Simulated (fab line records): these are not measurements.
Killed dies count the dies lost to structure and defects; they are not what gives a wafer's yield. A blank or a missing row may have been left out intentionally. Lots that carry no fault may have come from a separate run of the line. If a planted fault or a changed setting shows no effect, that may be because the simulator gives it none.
A struck lot beside a sound one || flow ritCmos || 34 steps out of a route of 202
Sound: wafers L895.4, L895.5, L895.6. Wafers L911.1, L911.2, L911.4 were the ones struck. The cause is named last.
Per side, at each step with rows, come the tool, then ch with its chambers, and then its first start. Under that, the readings that differ: sound wafers || struck wafers || difference of the means || sigmas: that difference in standard deviations of wafers without a fault.
alike: readings with means less than 2 such deviations apart, plus words and numbers identical on both sides. not compared: withheld readings, readings lacking a value on some wafer, bounds such as >300 that could conceal the same value, and numbers that have no deviation in the record and whose values overlap.
Wherever a step has rows on one side only, a row that says differs or no value, or a row with sigmas, the two part there. Numbers that don't overlap but have no deviation are shown without sigmas and don't part them. Lack of a reading on every wafer of one side parts them only where that side has two or more wafers.

first, 2 steps without rows for these wafers: RIT_SPACER_CLEAN_02 (cleans in SC2, time 600 s); RIT_SPACER_CVD_03 (deposits Si3N4 from SiH2Cl2/NH3, target thk 250 nm, time 3300 s).
RIT_SPACER_THK_MEAS_04:
  sound: filmMetro-04 at day 3 20:05; struck: filmMetro-02 at day 7 01:53
  alike: SPACER_NITRIDE_THK
RIT_SPACER_ETCHBACK_05: etches Si3N4 in SF6/CHF3, stops on SiO2, target depth 250 nm, time 240 s.
  sound on rieDiel-01 ch 1,2,3, day 3 20:07; struck on rieDiel-02 ch 1,2,3, day 7 01:57
  alike: drypumpMotorCurrentA, oesProductAu, throttleValvePct
  not compared: rfHoursCounterH
then, 6 steps without rows for these wafers: RIT_NSD_HMDS_00 (prime time 60 s); RIT_NSD_COAT_01 (resist thk 1000 nm); RIT_NSD_SOFTBAKE_02 (time 60 s); RIT_NSD_EXPOSE_03 (exposes mask M9, target cd 40700 nm); RIT_NSD_PEB_04; RIT_NSD_DEVELOP_05 (develop time 50 s).
RIT_NSD_OVL_MEAS_06:
  sound: overlay-01 at day 3 21:16; struck: overlay-02 at day 7 03:04
  alike: NSD_OVL
then, 1 step without rows for these wafers: RIT_NSD_HARDBAKE_07 (time 60 s).
RIT_NSD_IMPLANT_08:
  sound on implanter-02 ch 0, day 3 21:31; struck on implanter-02 ch 0, day 7 03:15
{"reading": "doseIonsCm2", "sound": "1.0008e+15 1.002e+15 1.0014e+15", "struck": "7.006e+14 6.994e+14 7.002e+14", "difference": -3.013e+14, "sigmas": "-99 or more"}
{"reading": "faradayCurrentUA", "sound": "3225 3285 3064", "struck": "2199 2190 2137", "difference": -1016, "sigmas": -17}
RIT_NSD_STRIP_09: strips in O2, time 180 s.
  sound on plasmaAsher-04 ch 0,1, day 3 21:38; struck on plasmaAsher-04 ch 0,1, day 7 03:24
  alike: drypumpMotorCurrentA
  not compared: rfHoursCounterH
RIT_NSD_TW_MEAS_10:
  sound: filmMetro-04 at day 3 21:47; struck: filmMetro-01 at day 7 03:34
{"reading": "NSD_TW", "sound": "3141 3145 3139", "struck": "2798 2788 2801", "difference": -346, "sigmas": -8}
then, 6 steps without rows for these wafers: RIT_PSD_HMDS_00 (prime time 60 s); RIT_PSD_COAT_01 (resist thk 1000 nm); RIT_PSD_SOFTBAKE_02 (time 60 s); RIT_PSD_EXPOSE_03 (exposes mask M10, target cd 40900 nm); RIT_PSD_PEB_04; RIT_PSD_DEVELOP_05 (develop time 50 s).
RIT_PSD_OVL_MEAS_06:
  sound: overlay-01 at day 3 22:49; struck: overlay-02 at day 7 04:29
  alike: PSD_OVL
then, 2 steps without rows for these wafers: RIT_PSD_HARDBAKE_07 (time 60 s); RIT_PSD_IMPLANT_08.
RIT_PSD_STRIP_09: strips in O2, time 180 s.
  sound on plasmaAsher-04 ch 0,1, day 3 23:11; struck on plasmaAsher-04 ch 0,1, day 7 04:49
  alike: drypumpMotorCurrentA
  not compared: rfHoursCounterH
RIT_PSD_TW_MEAS_10:
  sound: filmMetro-04 at day 3 23:20; struck: filmMetro-04 at day 7 04:59
  alike: PSD_TW
then, 3 steps without rows for these wafers: RIT_SDANNEAL_CLEAN_00 (cleans in SC1, time 600 s); RIT_SDANNEAL_CLEAN_01 (cleans in dHF, time 30 s); RIT_SDANNEAL_CLEAN_02 (cleans in SC2, time 600 s).
RIT_SDANNEAL_RTA_03: time 5 s.
  sound on rtpAnneal-01 ch 0, day 3 23:47; struck on rtpAnneal-02 ch 0, day 7 05:25
  alike: wafer_temp_C_max
RIT_SDANNEAL_RS_MEAS_04: uses a four-point probe to measure.
  sound: filmMetro-04 at day 3 23:53; struck: filmMetro-02 at day 7 05:29
  alike: PSD_RS
RIT_SDANNEAL_RS_MEAS_05: uses a four-point probe to measure.
  sound: filmMetro-04 at day 4 00:00; struck: filmMetro-02 at day 7 05:36
{"reading": "NSD_RS (ohm/sq)", "sound": "84.1 84.5 84.5", "struck": "113.1 112.6 112.6", "difference": "+28.4", "sigmas": "+89"}
RIT_SDANNEAL_RS_MEAS_06: uses a four-point probe to measure.
  sound: filmMetro-04 at day 4 00:07; struck: filmMetro-02 at day 7 05:43
{"reading": "PLDD_RS (ohm/sq)", "sound": "177.9 177.3 178.3", "struck": "179.1 178.8 179.1", "difference": "+1.2", "sigmas": "+2"}
RIT_M1_PROBE_99:
  sound: prober-01 at day 4 08:46; struck: prober-02 at day 7 12:50
{"reading": "model.etest.nmos_0p3.rOnOhmUm", "sound": "2158 2145 2132", "struck": "2259 2328 2329", "difference": "+160", "sigmas": ""}
{"reading": "model.etest.nmos_0p15.rOnOhmUm", "sound": "1148 1142 1129", "struck": "1175 1264 1224", "difference": "+81", "sigmas": ""}
{"reading": "model.etest.contactNplus.endOhmUm", "sound": "40.57 40.27 41.06", "struck": "70.84 71.88 70.13", "difference": "+30.32", "sigmas": ""}
{"reading": "model.etest.nmosNarrow.driveUaUm", "sound": "230.4 230.9 233", "struck": "210.7 208.1 205.7", "difference": -23.3, "sigmas": ""}
{"reading": "model.etest.nmos_0p3.driveUaUm", "sound": "225.5 228 227.8", "struck": "214.3 213.5 209.3", "difference": -14.7, "sigmas": ""}
{"reading": "model.etest.nmos_0p15.toxInvNm (nm)", "sound": "4.536 4.481 4.484", "struck": "4.768 4.682 4.829", "difference": "+0.259", "sigmas": ""}
{"reading": "model.etest.nmos_0p15.junctionLog10AUm", "sound": "-13.7 -13.59 -13.58", "struck": "-13.19 -13.15 -13.15", "difference": "+0.46", "sigmas": ""}
  alike: killedAtContacts, killedAtFrontEnd, killedDies, killedOnRim, killedOpen, killedShort
  not compared: model.etest.nmos_0p15.driveUaUm

WHERE THEY PART
Earliest at RIT_NSD_IMPLANT_08; latest, in this record, at RIT_SDANNEAL_RS_MEAS_06. Later steps at which nothing parts them and some readings are alike: RIT_M1_PROBE_99.

WHY: what had been put in by the simulator
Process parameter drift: implanter-02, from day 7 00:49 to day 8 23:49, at RIT_NSD_IMPLANT_08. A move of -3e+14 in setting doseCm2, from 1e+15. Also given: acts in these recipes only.
